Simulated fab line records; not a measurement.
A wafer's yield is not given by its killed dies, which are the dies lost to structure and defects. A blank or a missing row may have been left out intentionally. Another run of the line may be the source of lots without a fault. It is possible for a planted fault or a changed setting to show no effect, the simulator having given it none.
Struck lot and sound lot, side by side	flow berkeleyCmos170	22 steps out of a route of 331
Sound: these wafers, L768.1, L768.5, L768.6. Wafers L773.2, L773.4, L773.5 were the ones struck. Last of all comes the cause.
At each step with rows: each side's tool, then ch and its chambers, then its first start. Under that, the readings that differ: sound wafers	struck wafers	difference of the means	sigmas: that difference in standard deviations of wafers without a fault.
alike: words and numbers the same on both sides, and readings whose means are apart by under 2 such deviations; not compared: readings that were withheld, readings missing a value for some wafer, numbers with overlapping values and no deviation given by the record, and bounds like >300 which may hide the same value.
The two part at a step that has a row with sigmas, a row that says differs or no value, or rows on one side only. When numbers do not overlap yet have no deviation, they are printed without sigmas and do not part them. A reading missing from all wafers of one side parts the sides only when that side holds two or more wafers.

first, 6 steps without rows for these wafers: UCB170_ZERO_HMDS_00 (prime time 60 s); UCB170_ZERO_COAT_01 (resist thk 900 nm); UCB170_ZERO_SOFTBAKE_02 (time 60 s); UCB170_ZERO_EXPOSE_03 (exposes mask PM MARKS, target cd 4000 nm); UCB170_ZERO_PEB_04; UCB170_ZERO_DEVELOP_05 (develop time 45 s).
UCB170_ZERO_ETCH_06: etches SiO2 in CHF3/CF4/Ar, time 12 s.
  sound on rieDiel-03 ch 0,1,2, day 3 00:18; struck on rieDiel-04 ch 0,2,3, day 4 03:52
  alike: drypumpMotorCurrentA, oesProductAu, rfFwdPowerW, throttleValvePct
  not compared: rfHoursCounterH
UCB170_ZERO_STRIP_07: strips in O2.
  sound on plasmaAsher-03 ch 0,1, day 3 00:19; struck on plasmaAsher-01 ch 0,1, day 4 03:53
  alike: drypumpMotorCurrentA, o2FlowSccm, oesProductAu, stripTimeToEndpointS
  not compared: rfHoursCounterH
then, 2 steps without rows for these wafers: UCB170_NWELL_WET_ETCH_00 (etches SiO2 in dHF, time 200 s); UCB170_NWELL_OXIDATION_01 (target thk 26.4 nm, ox time 1260 s).
UCB170_NWELL_THK_MEAS_02:
  sound on filmMetro-02 at day 3 02:40; struck on filmMetro-03 at day 4 07:31
  alike: NWELL_OXIDE_THK
then, 1 step without rows for these wafers: UCB170_NWELL_ANNEAL_03 (time 900 s).
UCB170_NWELL_CVD_04: deposits Si3N4 from SiH2Cl2/NH3, target thk 224 nm, time 3360 s.
  sound on lpcvd-01 ch 0, day 3 08:50; struck on lpcvd-01 ch 0, day 4 11:35
reading	sound	struck	difference	sigmas
nh3FlowSccm (sccm)	74.86 75.04 74.96	89.82 89.87 89.66	+14.83	+64
model.Si3N4_of_NWELL_CVD_04.thkNm (nm)	222.2 222.9 222.5	256.2 256.5 257.2	+34.1	
  alike: pressureMtorr, spikeTcLoadC
UCB170_NWELL_THK_MEAS_05:
  sound on filmMetro-02 at day 3 11:44; struck on filmMetro-02 at day 4 13:46
reading	sound	struck	difference	sigmas
NWELL_NITRIDE_THK (nm)	222.0 222.7 222.6	256.0 256.5 257.1	+34.1	+18
  not compared: hold
then, 5 steps without rows for these wafers: UCB170_NWELL_COAT_07 (resist thk 900 nm); UCB170_NWELL_SOFTBAKE_08 (time 60 s); UCB170_NWELL_EXPOSE_09 (exposes mask NWELL, target cd 3000 nm); UCB170_NWELL_PEB_10; UCB170_NWELL_DEVELOP_11 (develop time 45 s).
UCB170_NWELL_OVL_MEAS_12:
  sound on overlay-02 at day 3 13:44; struck on overlay-01 at day 4 19:13
  alike: NWELL_OVL
UCB170_NWELL_ETCH_13: etches Si3N4 in CH3F/Ar/O2, stops on SiO2, target depth 246.4 nm, time 154 s.
  sound on rieDiel-04 ch 0,1,2, day 3 13:46; struck on rieDiel-01 ch 2,3, day 4 19:14
reading	sound	struck	difference	sigmas
oesProductAu (a.u.)	0.950 0.936 0.943	1.040 1.037 0.998	+0.082	+6
model.etch.depthNm (nm)	222.2 222.9 222.5	255.9 255.1 247.1	+30.2	
  alike: drypumpMotorCurrentA, rfFwdPowerW, throttleValvePct
  not compared: rfHoursCounterH
after that, 1 step had no rows for these wafers: UCB170_NWELL_IMPLANT_14.

WHERE THEY PART
First at UCB170_NWELL_CVD_04; last, within this record, at UCB170_NWELL_ETCH_13.

WHY: the cause the simulator had injected
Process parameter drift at UCB170_NWELL_CVD_04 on lpcvd-01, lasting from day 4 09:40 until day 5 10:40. From 75, the setting nh3FlowSccm moved by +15. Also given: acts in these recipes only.
